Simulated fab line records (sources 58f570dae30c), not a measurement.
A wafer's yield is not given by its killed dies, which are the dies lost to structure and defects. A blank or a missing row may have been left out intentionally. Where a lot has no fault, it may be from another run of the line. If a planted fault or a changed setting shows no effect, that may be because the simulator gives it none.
Struck lot and sound lot, side by side | flow berkeley_cmos170 | 31 steps out of a route of 331
Sound: wafers L534.1, L534.5, L534.6. Wafers struck: L535.3, L535.4, L535.6. At the end, the cause is stated.
Order at every step that has rows: each side's tool, ch and its chambers, its first start. Under that, the readings that differ: sound wafers | struck wafers | difference of the means | sigmas: that difference in standard deviations of wafers without a fault.
alike: words and numbers the same on both sides, and readings whose means are apart by under 2 such deviations; not compared: readings that were withheld, readings missing a value for some wafer, numbers with overlapping values and no deviation given by the record, and bounds like >300 which may hide the same value.
The two part at a step that has a row with sigmas, a row that says differs or no value, or rows on one side only. Non-overlapping numbers with no deviation appear without sigmas and do not part them. A reading missing from all wafers of one side parts the sides only when that side holds two or more wafers.

first, 1 step without rows for these wafers: UCB170_SDANNEAL_RTA_01 (time 5 s).
UCB170_SDANNEAL_RS_MEAS_02: measurement is done with a four-point probe.
  sound on film_metro-03, day 7 23:38; struck on film_metro-03, day 7 22:22
  alike: PSD_RS
UCB170_SDANNEAL_RS_MEAS_03: measurement is done with a four-point probe.
  sound on film_metro-03, day 7 23:46; struck on film_metro-03, day 7 22:29
  alike: NSD_RS
UCB170_SDANNEAL_RS_MEAS_04: measurement is done with a four-point probe.
  sound on film_metro-03, day 7 23:53; struck on film_metro-03, day 7 22:37
  alike: PLDD_RS
UCB170_SDANNEAL_RS_MEAS_05: measurement is done with a four-point probe.
  sound on film_metro-03, day 8 00:00; struck on film_metro-03, day 7 22:44
  alike: NLDD_RS
then, 1 step without rows for these wafers: UCB170_SILICIDE_PRE_CLEAN_00 (preclean etch time 60 s).
UCB170_SILICIDE_SPUTTER_01: material Ti, target thk 30 nm, time 25 s.
  sound on pvd_sputter-01, day 8 00:11; struck on pvd_sputter-01, day 7 22:52
  alike: throttle_valve_pct
UCB170_SILICIDE_RS_MEAS_02: measurement is done with a four-point probe.
  sound on film_metro-02, day 8 00:13; struck on film_metro-02, day 7 22:56
  alike: SILICIDE_TI_RS
UCB170_SILICIDE_THK_MEAS_03: measures by xrf.
  sound on film_metro-02, day 8 00:20; struck on film_metro-02, day 7 23:02
  reading              | sound          | struck         | difference | sigmas
  SILICIDE_TI_THK (nm) | 29.3 29.9 29.3 | 30.4 30.1 30.3 | +0.8       | +2
UCB170_SILICIDE_RTA_04: time 15 s.
  sound on rtp_anneal-01 ch 0, day 8 00:23; struck on rtp_anneal-01 ch 0, day 7 23:07
  alike: lamp_power_pct, wafer_temp_C_max
then, 2 steps without rows for these wafers: UCB170_SILICIDE_WET_ETCH_05 (etches Ti in SPM, time 45 s); UCB170_CONTACT_CLEAN_00 (cleans in SPM, time 600 s).
UCB170_CONTACT_CVD_01: deposits PSG from SiH4/O2/PH3, target thk 700 nm, time 2820 s.
  sound on lpcvd-01 ch 1, day 8 01:17; struck on lpcvd-02 ch 0, day 8 01:56
  alike: susceptor_temp_C
UCB170_CONTACT_THK_MEAS_02:
  sound on film_metro-03, day 8 03:05; struck on film_metro-01, day 8 03:44
  reading              | sound       | struck         | difference | sigmas
  CONTACT_PSG_THK (nm) | 703 706 707 | 1416 1415 1415 | +710       | +99 or more
then, 3 steps without rows for these wafers: UCB170_CONTACT_HMDS_03 (prime time 60 s); UCB170_CONTACT_COAT_04 (resist thk 900 nm); UCB170_CONTACT_SOFTBAKE_05 (time 60 s).
UCB170_CONTACT_STRIP_06: strips in O2.
  sound on plasma_asher-01 ch 0,1, day 8 03:35; struck on plasma_asher-03 ch 0,1, day 8 04:20
  alike: drypump_motor_current_A, oes_product_au, strip_time_to_endpoint_s
  not compared: rf_hours_counter_h
then, 1 step without rows for these wafers: UCB170_CONTACT_CLEAN_07 (cleans in SPM, time 600 s).
UCB170_CONTACT_RTA_08: time 10 s.
  sound on rtp_anneal-01 ch 0, day 8 05:39; struck on rtp_anneal-02 ch 0, day 8 05:31
  reading            | sound          | struck         | difference | sigmas
  lamp_power_pct (%) | 24.8 24.8 24.8 | 27.9 27.9 27.8 | +3.1       | +2
  alike: wafer_temp_C_max
then, 6 steps without rows for these wafers: UCB170_CONTACT_COAT_09; UCB170_CONTACT_COAT_10 (resist thk 900 nm); UCB170_CONTACT_SOFTBAKE_11 (time 60 s); UCB170_CONTACT_EXPOSE_12 (exposes mask CONT, target cd 700 nm); UCB170_CONTACT_PEB_13; UCB170_CONTACT_DEVELOP_14 (develop time 45 s).
UCB170_CONTACT_CD_MEAS_15 targets a cd of 700 nm.
  sound on cd_sem-02, day 8 08:16; struck on cd_sem-01, day 8 06:47
  reading    | sound             | struck            | difference | sigmas
  cd_nm (nm) | 702.8 702.4 702.6 | 698.9 700.1 700.2 | -2.9       | -2
UCB170_CONTACT_OVL_MEAS_16:
  sound on overlay-01, day 8 08:23; struck on overlay-02, day 8 06:53
  alike: CONTACT_OVL
then, 1 step without rows for these wafers: UCB170_CONTACT_ETCH_17 (etches BARC in N2/H2).
UCB170_CONTACT_ETCH_18: etches PSG in CHF3/CF4/Ar, stops on TiSi2, target depth 840 nm, time 195 s.
  sound: rie_diel-02 ch 0,1,2; struck: rie_diel-03 ch 0,2,3
  reading                             | sound             | struck            | difference | sigmas
  oes_product_au (a.u.)               | 0.906 0.904 0.914 | 0.986 0.980 0.991 | +0.078     | +6
  model.CONTACT.feature_depth_nm (nm) | 702.5 705.8 707.7 | 843.4 825.6 842.6 | +131.9     |
  model.etch.depth_nm (nm)            | 702.5 705.8 707.7 | 843.4 825.6 842.6 | +131.9     |
  alike: cf4_flow_sccm, drypump_motor_current_A, throttle_valve_pct
  not compared: rf_hours_counter_h
UCB170_CONTACT_STRIP_19: strips in O2.
  sound on plasma_asher-02 ch 0,1, day 8 08:36; struck on plasma_asher-03 ch 0,1, day 8 07:06
  alike: drypump_motor_current_A, oes_product_au
  not compared: rf_hours_counter_h

== WHERE THEY PART ==
At UCB170_SILICIDE_THK_MEAS_03 first; at UCB170_CONTACT_ETCH_18 last (within this record only). Later steps at which nothing parts them and some readings are alike: UCB170_CONTACT_STRIP_19.

WHY: whatever the simulator had introduced
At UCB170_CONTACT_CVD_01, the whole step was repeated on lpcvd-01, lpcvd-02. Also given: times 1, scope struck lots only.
